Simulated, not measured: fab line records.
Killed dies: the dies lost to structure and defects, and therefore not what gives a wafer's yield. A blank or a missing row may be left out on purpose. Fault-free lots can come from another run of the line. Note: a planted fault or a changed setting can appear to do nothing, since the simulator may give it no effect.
Split-lot trial :: flow berkeleyCmos170 :: on a route of 331 steps: 5 lots, 23 wafers read

## ABOUT THE SPLIT
At UCB170_GATE_COAT_07 (resist thk 900 nm), the setting resistThkNm was moved away from the recipe's 900 nm on 9 of the 23 wafers read, by -2.6% to +4.2%. This setting was run at the recipe's value on the other wafers.

## FROM THE SPLIT TO THE READING: what the file shows between them, 3 steps
- UCB170_GATE_SOFTBAKE_08: time 60 s
- UCB170_GATE_EXPOSE_09: exposes mask POLY, target cd 350 nm
- UCB170_GATE_ETCH_14: etches BARC in N2/H2

## THE READING
KrF_of_GATE_COAT_07.thkNm (the simulator's own value, which no gauge read), in nm, at UCB170_GATE_ETCH_15 (etches poly-Si in HBr/Cl2, stops on SiO2, time 56.3 s, target depth 278.2 nm). The file gives no usual value for it. Here, 14 wafers ran the recipe; their average is 778.5 nm with a standard deviation of 2.3 nm.

wafer: L074.1
tool, chamber at the split: lithoTrack-01, 0
resistThkNm as run, nm: 919.4
against the recipe: +2.2%
KrF_of_GATE_COAT_07.thkNm, nm: 798.8
against lot-mates on the recipe: +20.7

wafer: L074.2
tool, chamber at the split: lithoTrack-01, 0
resistThkNm as run, nm: 919.4
against the recipe: +2.2%
KrF_of_GATE_COAT_07.thkNm, nm: 799.7
against lot-mates on the recipe: +21.6

wafer: L074.4
tool, chamber at the split: lithoTrack-01, 0
resistThkNm as run, nm: 900
against the recipe: recipe
KrF_of_GATE_COAT_07.thkNm, nm: 776.3
against lot-mates on the recipe: -

wafer: L074.5
tool, chamber at the split: lithoTrack-01, 0
resistThkNm as run, nm: 900
against the recipe: recipe
KrF_of_GATE_COAT_07.thkNm, nm: 777.7
against lot-mates on the recipe: -

wafer: L074.6
tool, chamber at the split: lithoTrack-01, 0
resistThkNm as run, nm: 900
against the recipe: recipe
KrF_of_GATE_COAT_07.thkNm, nm: 780.3
against lot-mates on the recipe: -

wafer: L075.4
tool, chamber at the split: lithoTrack-02, 0
resistThkNm as run, nm: 900
against the recipe: recipe
KrF_of_GATE_COAT_07.thkNm, nm: 781
against lot-mates on the recipe: -

wafer: L075.5
tool, chamber at the split: lithoTrack-02, 0
resistThkNm as run, nm: 900
against the recipe: recipe
KrF_of_GATE_COAT_07.thkNm, nm: 778.2
against lot-mates on the recipe: -

wafer: L075.6
tool, chamber at the split: lithoTrack-02, 0
resistThkNm as run, nm: 900
against the recipe: recipe
KrF_of_GATE_COAT_07.thkNm, nm: 778.2
against lot-mates on the recipe: -

wafer: L076.1
tool, chamber at the split: lithoTrack-01, 0
resistThkNm as run, nm: 876.3
against the recipe: -2.6%
KrF_of_GATE_COAT_07.thkNm, nm: 752.5
against lot-mates on the recipe: -22.4

wafer: L076.2
tool, chamber at the split: lithoTrack-01, 0
resistThkNm as run, nm: 876.3
against the recipe: -2.6%
KrF_of_GATE_COAT_07.thkNm, nm: 750.8
against lot-mates on the recipe: -24.1

wafer: L076.3
tool, chamber at the split: lithoTrack-01, 0
resistThkNm as run, nm: 876.3
against the recipe: -2.6%
KrF_of_GATE_COAT_07.thkNm, nm: 752.9
against lot-mates on the recipe: -22.0

wafer: L076.4
tool, chamber at the split: lithoTrack-01, 0
resistThkNm as run, nm: 900
against the recipe: recipe
KrF_of_GATE_COAT_07.thkNm, nm: 777.7
against lot-mates on the recipe: -

wafer: L076.6
tool, chamber at the split: lithoTrack-01, 0
resistThkNm as run, nm: 900
against the recipe: recipe
KrF_of_GATE_COAT_07.thkNm, nm: 772
against lot-mates on the recipe: -

wafer: L077.2
tool, chamber at the split: lithoTrack-04, 0
resistThkNm as run, nm: 937.5
against the recipe: +4.2%
KrF_of_GATE_COAT_07.thkNm, nm: 813.9
against lot-mates on the recipe: +35.3

wafer: L077.3
tool, chamber at the split: lithoTrack-04, 0
resistThkNm as run, nm: 900
against the recipe: recipe
KrF_of_GATE_COAT_07.thkNm, nm: 779.5
against lot-mates on the recipe: -

wafer: L077.4
tool, chamber at the split: lithoTrack-04, 0
resistThkNm as run, nm: 900
against the recipe: recipe
KrF_of_GATE_COAT_07.thkNm, nm: 779.8
against lot-mates on the recipe: -

wafer: L077.5
tool, chamber at the split: lithoTrack-04, 0
resistThkNm as run, nm: 900
against the recipe: recipe
KrF_of_GATE_COAT_07.thkNm, nm: 776.6
against lot-mates on the recipe: -

wafer: L077.6
tool, chamber at the split: lithoTrack-04, 0
resistThkNm as run, nm: 937.5
against the recipe: +4.2%
KrF_of_GATE_COAT_07.thkNm, nm: 814.8
against lot-mates on the recipe: +36.2

wafer: L084.1
tool, chamber at the split: lithoTrack-02, 0
resistThkNm as run, nm: 900
against the recipe: recipe
KrF_of_GATE_COAT_07.thkNm, nm: 780.9
against lot-mates on the recipe: -

wafer: L084.2
tool, chamber at the split: lithoTrack-02, 0
resistThkNm as run, nm: 900
against the recipe: recipe
KrF_of_GATE_COAT_07.thkNm, nm: 780.5
against lot-mates on the recipe: -

wafer: L084.3
tool, chamber at the split: lithoTrack-02, 0
resistThkNm as run, nm: 900
against the recipe: recipe
KrF_of_GATE_COAT_07.thkNm, nm: 779.8
against lot-mates on the recipe: -

wafer: L084.4
tool, chamber at the split: lithoTrack-02, 0
resistThkNm as run, nm: 928.3
against the recipe: +3.1%
KrF_of_GATE_COAT_07.thkNm, nm: 806.9
against lot-mates on the recipe: +26.5

wafer: L084.6
tool, chamber at the split: lithoTrack-02, 0
resistThkNm as run, nm: 928.3
against the recipe: +3.1%
KrF_of_GATE_COAT_07.thkNm, nm: 810.2
against lot-mates on the recipe: +29.8

THE FIT
A straight line over all 23 wafers: KrF_of_GATE_COAT_07.thkNm changes by +9.35 nm for each +1% of resistThkNm; r = +0.99; the points scatter about the line by 2.3 nm.
The same after taking each lot's own level away (the mean of its wafers on the recipe; 23 wafers): +8.79 nm for each +1%; r = +1.00; scatter 1.6 nm.
That fit puts the effect of the largest move of resistThkNm on the reading at 37 nm.
Across the lots, their own levels run from 774.85 to 780.40 nm, a range of 2.4 times the standard deviation given above.
The two slopes are in agreement: the lot-to-lot level therefore moves the slope only a little.
Check: for one of the wafers moved furthest among these (+4.2%), held out of the fit, the line's prediction against its lot-mates is +37.3 nm. Against them it came out at +35.3 nm.

## THE OTHER SPLITS THESE WAFERS WENT THROUGH
These wafers also went through other splits before the reading. Each is held against what the fit with the lots' levels taken away leaves over:
other split on the same wafers: UCB170_ZERO_COAT_01 resistThkNm
wafers away from the commonest value: 7
r with KrF_of_GATE_COAT_07.thkNm (lot level and that fit taken away): +0.23

other split on the same wafers: UCB170_PWELL_CVD_05 timeS
wafers away from the commonest value: 18
r with KrF_of_GATE_COAT_07.thkNm (lot level and that fit taken away): +0.21

other split on the same wafers: UCB170_WELLDRIVE_OXIDATION_01 oxTimeS
wafers away from the commonest value: 18
r with KrF_of_GATE_COAT_07.thkNm (lot level and that fit taken away): +0.17

other split on the same wafers: UCB170_ACTIVE_PEB_11 pebTempC
wafers away from the commonest value: 6
r with KrF_of_GATE_COAT_07.thkNm (lot level and that fit taken away): -0.19

other split on the same wafers: UCB170_PFIELD_IMPLANT_07 energyKev
wafers away from the commonest value: 7
r with KrF_of_GATE_COAT_07.thkNm (lot level and that fit taken away): -0.18

other split on the same wafers: UCB170_NVT_IMPLANT_07 doseCm2
wafers away from the commonest value: 8
r with KrF_of_GATE_COAT_07.thkNm (lot level and that fit taken away): +0.43

## THE WHOLE CHAIN: every reading that the file lists as answering this split, in the file's order
step: UCB170_GATE_COAT_07
what it does: resist thk 900 nm
reading: KrF_of_GATE_COAT_07.thkNm (the simulator's own value, which no gauge read)
change (the file's fit): +8.87 nm for each +1% of the setting
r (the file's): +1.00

step: UCB170_GATE_ETCH_15
what it does: etches poly-Si in HBr/Cl2, stops on SiO2, time 56.3 s, target depth 278.2 nm
reading: KrF_of_GATE_COAT_07.thkNm (the simulator's own value, which no gauge read)
change (the file's fit): +8.84 nm for each +1% of the setting
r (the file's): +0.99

## THE FILE'S OWN FIT
KrF_of_GATE_COAT_07.thkNm changes by +8.84 nm for each +1% of resistThkNm, r = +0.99.
